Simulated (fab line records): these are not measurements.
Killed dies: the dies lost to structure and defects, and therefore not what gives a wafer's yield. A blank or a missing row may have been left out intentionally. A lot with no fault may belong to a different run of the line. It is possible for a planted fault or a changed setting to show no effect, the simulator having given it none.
The tool behind it: which one?	flow berkeley-cmos170	21 wafers from 7 lots sampled at 3 of the route's 331 steps

WHAT THE GAUGES SHOWED, per wafer
UCB170_NWELL_TW_MEAS_16.
lot	measured	on	NWELL_TW
L321	day 2 19:31	film-metro-02	1248 1236 1241
L323	day 3 21:33	film-metro-02	1250 1244 1238
L325	day 4 11:37	film-metro-02	1243 1236 1247
L327	day 4 15:47	film-metro-04	1269 1267 1271
L330	day 4 18:23	film-metro-02	1245 1243 1241
L333	day 5 05:50	film-metro-01	1264 1267 1263
L342	day 7 11:49	film-metro-01	1253 1253 1259

EACH LOT AND THE TOOL THAT RAN IT (in order: tool; ch and the chambers of the sampled wafers; start)
lot	UCB170_NWELL_IMPLANT_14	UCB170_NWELL_STRIP_15
L321	implanter-03 ch 0, day 2 19:17	plasma-asher-02 ch 0,1, day 2 19:24
L323	implanter-02 ch 0, day 3 21:19	plasma-asher-01 ch 0,1, day 3 21:26
L325	implanter-02 ch 0, day 4 11:24	plasma-asher-01 ch 0,1, day 4 11:32
L327	implanter-03 ch 0, day 4 15:33	plasma-asher-01 ch 0,1, day 4 15:40
L330	implanter-03 ch 0, day 4 18:10	plasma-asher-02 ch 0,1, day 4 18:17
L333	implanter-01 ch 0, day 5 05:35	plasma-asher-01 ch 0,1, day 5 05:44
L342	implanter-01 ch 0, day 7 11:35	plasma-asher-03 ch 0,1, day 7 11:42
- UCB170_NWELL_IMPLANT_14
- UCB170_NWELL_STRIP_15: strips in O2.

THE ANSWER, worked out from the rows above alone
Rule: usual is defined by the lots themselves. Put in order of their means at a reading, lots are off if they are a third of the lots or fewer, leave a main group of 4 or more, and stand apart from it by a gap of 3 or more times the standard deviation of the main group's means; of several such gaps the widest counts. If all means in a main group match to the digits the tables above print for the reading, that group is not used. A lot without any number at a reading at which 4 lots or more have one is off too. Any other lot the step has rows for is counted as sound.
No lot is off at any reading shown: from this, nothing can be told.

WHAT THE SIMULATOR HAD INSERTED
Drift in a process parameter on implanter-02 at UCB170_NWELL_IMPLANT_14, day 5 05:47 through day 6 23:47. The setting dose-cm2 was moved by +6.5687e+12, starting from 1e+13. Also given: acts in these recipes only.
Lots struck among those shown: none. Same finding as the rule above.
